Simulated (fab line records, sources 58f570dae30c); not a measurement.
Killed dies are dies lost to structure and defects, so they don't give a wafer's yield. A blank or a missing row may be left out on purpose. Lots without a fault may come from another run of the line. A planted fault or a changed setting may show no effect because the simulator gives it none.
Split-lot experiment | flow berkeley_cmos170 | 5 lots, 27 wafers read, on a route of 331 steps

THE SPLIT
At UCB170_SILICIDE_SPUTTER_01 (material Ti, target thk 30 nm, time 25 s), the setting time_s was moved away from the recipe's 25 s on 6 of the 27 wafers read, by +30.6% to +31.0%. The other wafers ran this setting at the recipe's value.

FROM THE SPLIT TO THE READING: what the file shows between them, 1 step
- UCB170_SILICIDE_RS_MEAS_02: measures by four-point-probe

THE READING
SILICIDE_TI_THK, in nm, at UCB170_SILICIDE_THK_MEAS_03 (measures by xrf). Fault-free wafers of this fab line usually give 30.24 nm, standard deviation 0.29 nm.

wafer  | tool, chamber at the split | time_s as run, s | against the recipe | SILICIDE_TI_THK, nm | against lot-mates on the recipe
L079.1 | pvd_sputter-01, -          | 25               | recipe             | 30.05               | -
L079.2 | pvd_sputter-01, -          | 25               | recipe             | 30.08               | -
L079.3 | pvd_sputter-01, -          | 25               | recipe             | 30.05               | -
L079.4 | pvd_sputter-01, -          | 25               | recipe             | 30.33               | -
L079.5 | pvd_sputter-01, -          | 25               | recipe             | 30.49               | -
L079.6 | pvd_sputter-01, -          | 25               | recipe             | 30.16               | -
L076.1 | pvd_sputter-04, -          | 25               | recipe             | 30.13               | -
L076.2 | pvd_sputter-04, -          | 25               | recipe             | 30.34               | -
L076.3 | pvd_sputter-04, -          | 25               | recipe             | 29.95               | -
L076.4 | pvd_sputter-04, -          | 25               | recipe             | 30.19               | -
L076.5 | pvd_sputter-04, -          | 25               | recipe             | 30.01               | -
L076.6 | pvd_sputter-04, -          | 25               | recipe             | 30.43               | -
L080.1 | pvd_sputter-02, -          | 25               | recipe             | 30.61               | -
L080.2 | pvd_sputter-02, -          | 25               | recipe             | 30.34               | -
L080.3 | pvd_sputter-02, -          | 25               | recipe             | 30.34               | -
L080.4 | pvd_sputter-02, -          | 32.66            | +30.6%             | 40.01               | +9.58
L080.5 | pvd_sputter-02, -          | 32.66            | +30.6%             | 39.82               | +9.39
L080.6 | pvd_sputter-02, -          | 32.66            | +30.6%             | 39.70               | +9.27
L077.3 | pvd_sputter-04, -          | 25               | recipe             | 30.41               | -
L077.4 | pvd_sputter-04, -          | 25               | recipe             | 30.70               | -
L077.5 | pvd_sputter-04, -          | 25               | recipe             | 30.59               | -
L083.1 | pvd_sputter-02, -          | 32.75            | +31.0%             | 39.96               | +9.60
L083.2 | pvd_sputter-02, -          | 25               | recipe             | 30.19               | -
L083.3 | pvd_sputter-02, -          | 32.75            | +31.0%             | 39.72               | +9.36
L083.4 | pvd_sputter-02, -          | 25               | recipe             | 30.42               | -
L083.5 | pvd_sputter-02, -          | 25               | recipe             | 30.46               | -
L083.6 | pvd_sputter-02, -          | 32.75            | +31.0%             | 39.53               | +9.17

THE FIT
A straight line over all 27 wafers: SILICIDE_TI_THK changes by +0.308 nm for each +1% of time_s; r = +1.00; the points scatter about the line by 0.21 nm.
The same after taking each lot's own level away (the mean of its wafers on the recipe; 27 wafers): +0.305 nm for each +1%; r = +1.00; scatter 0.16 nm.
On that fit, the largest move of time_s shifts the reading by 9.5 nm.
The lots' own levels span 30.175 to 30.567 nm, that is 1.4 times the standard deviation above.
So the lot-to-lot level changes the slope little: the two slopes agree.
Check: with one of the wafers moved furthest among these (+31.0%) left out of the fit, the line predicts +9.42 nm for it against its lot-mates. It came out at +9.6 nm against them.

OTHER SPLITS ON THESE WAFERS
These wafers also went through other splits before the reading. Each is held against what the fit with the lots' levels taken away leaves over:
other split on the same wafers        | wafers away from the commonest value | r with SILICIDE_TI_THK (lot level and that fit taken away)
UCB170_GATE_DEVELOP_11 develop_time_s | 9                                    | +0.05
UCB170_SPACER_ETCHBACK_03 time_s      | 9                                    | -0.24

THE WHOLE CHAIN: every reading that the file lists as answering this split, in the file's order
step                        | what it does                             | reading                                                                           | change (the file's fit)               | r (the file's)
UCB170_SILICIDE_SPUTTER_01  | material Ti, target thk 30 nm, time 25 s | Ti_of_SILICIDE_SPUTTER_01.thk_nm (the simulator's own value, which no gauge read) | +0.302 nm for each +1% of the setting | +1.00
UCB170_SILICIDE_RS_MEAS_02  | measures by four-point-probe             | SILICIDE_TI_RS                                                                    | -0.225 for each +1% of the setting    | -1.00
UCB170_SILICIDE_THK_MEAS_03 | measures by xrf                          | SILICIDE_TI_THK                                                                   | +0.305 for each +1% of the setting    | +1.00

THE FILE'S OWN FIT
SILICIDE_TI_THK changes by +0.305 nm for each +1% of time_s, r = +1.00.
